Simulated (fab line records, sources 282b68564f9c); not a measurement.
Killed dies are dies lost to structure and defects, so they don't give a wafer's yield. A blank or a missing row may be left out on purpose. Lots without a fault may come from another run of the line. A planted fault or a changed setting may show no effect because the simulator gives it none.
Split-lot experiment | flow rit_cmos | 5 lots, 23 wafers read, on a route of 202 steps

THE SPLIT
At RIT_CONTACT_CVD_00 (deposits SiO2 from TEOS, target thk 400 nm, time 61 s), the setting time_s was moved away from the recipe's 61 s on 11 of the 23 wafers read, by -13.3% to +10.0%. The other wafers ran this setting at the recipe's value.

The file shows no step between the split and the reading.

THE READING
CONTACT_TEOS_THK, in nm, at RIT_CONTACT_THK_MEAS_01. Fault-free wafers of this fab line usually give 400 nm, standard deviation 5.4 nm.

wafer  | tool, chamber at the split | time_s as run, s | against the recipe | CONTACT_TEOS_THK, nm | against lot-mates on the recipe
L074.1 | pecvd-01, 0,2              | 56.25            | -7.8%              | 373                  | -28
L074.3 | pecvd-01, 0,2              | 56.25            | -7.8%              | 365                  | -36
L074.4 | pecvd-01, 1                | 56.25            | -7.8%              | 372                  | -29
L074.5 | pecvd-01, 0                | 61               | recipe             | 403                  | -
L074.6 | pecvd-01, 2                | 61               | recipe             | 399                  | -
L078.2 | pecvd-03, 1                | 61               | recipe             | 398                  | -
L078.4 | pecvd-03, 2                | 61               | recipe             | 402                  | -
L078.6 | pecvd-03, 1                | 61               | recipe             | 405                  | -
L079.1 | pecvd-04, 1                | 67.11            | +10.0%             | 440                  | +38
L079.2 | pecvd-04, 0                | 61               | recipe             | 398                  | -
L079.3 | pecvd-04, 2                | 61               | recipe             | 407                  | -
L079.4 | pecvd-04, 2,1              | 67.11            | +10.0%             | 452                  | +50
L079.5 | pecvd-04, 2,1              | 67.11            | +10.0%             | 450                  | +48
L081.1 | pecvd-03, 1                | 52.87            | -13.3%             | 348                  | -52
L081.2 | pecvd-03, 2                | 52.87            | -13.3%             | 341                  | -59
L081.4 | pecvd-03, 0                | 61               | recipe             | 406                  | -
L081.5 | pecvd-03, 1                | 61               | recipe             | 396                  | -
L081.6 | pecvd-03, 2                | 61               | recipe             | 399                  | -
L084.1 | pecvd-03, 2                | 61               | recipe             | 398                  | -
L084.2 | pecvd-03, 0                | 65.74            | +7.8%              | 431                  | +34
L084.3 | pecvd-03, 1                | 61               | recipe             | 397                  | -
L084.4 | pecvd-03, 1                | 65.74            | +7.8%              | 432                  | +34
L084.6 | pecvd-03, 0                | 65.74            | +7.8%              | 442                  | +44
Where a row lists several chambers, the file gives one row for several wafers and doesn't say which wafer went through which chamber.

THE FIT
A straight line over all 23 wafers: CONTACT_TEOS_THK changes by +4.33 nm for each +1% of time_s; r = +0.99; the points scatter about the line by 4.5 nm.
The same after taking each lot's own level away (the mean of its wafers on the recipe; 23 wafers): +4.35 nm for each +1%; r = +0.99; scatter 4.3 nm.
On that fit, the largest move of time_s shifts the reading by 58 nm.
The lots' own levels span 397.5 to 402.5 nm, that is 0.9 times the standard deviation above.
So the lot-to-lot level changes the slope little: the two slopes agree.
Check: with one of the wafers moved furthest among these (-13.3%) left out of the fit, the line predicts -58 nm for it against its lot-mates. It came out at -52.3 nm against them.

OTHER SPLITS ON THESE WAFERS
These wafers also went through other splits before the reading. Each is held against what the fit with the lots' levels taken away leaves over:
other split on the same wafers | wafers away from the commonest value | r with CONTACT_TEOS_THK (lot level and that fit taken away)
RIT_NSD_COAT_01 resist_thk_nm  | 7                                    | -0.28

THE WHOLE CHAIN: every reading that the file lists as answering this split, in the file's order
step                    | what it does                                                                | reading                                                                        | change (the file's fit)              | r (the file's)
RIT_CONTACT_CVD_00      | deposits SiO2 from TEOS, target thk 400 nm, time 61 s                       | SiO2_of_CONTACT_CVD_00.thk_nm (the simulator's own value, which no gauge read) | +4.16 nm for each +1% of the setting | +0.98
RIT_CONTACT_THK_MEAS_01 |                                                                             | CONTACT_TEOS_THK                                                               | +4.35 for each +1% of the setting    | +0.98
RIT_CONTACT_ETCH_11     | etches SiO2 in CHF3/CF4/Ar, stops on TiSi2, target depth 480 nm, time 320 s | etch.depth_nm (the simulator's own value, which no gauge read)                 | +4.16 nm for each +1% of the setting | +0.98
RIT_CONTACT_ETCH_11     | etches SiO2 in CHF3/CF4/Ar, stops on TiSi2, target depth 480 nm, time 320 s | CONTACT.feature_depth_nm (the simulator's own value, which no gauge read)      | +4.36 nm for each +1% of the setting | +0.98

THE FILE'S OWN FIT
CONTACT_TEOS_THK changes by +4.35 nm for each +1% of time_s, r = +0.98.
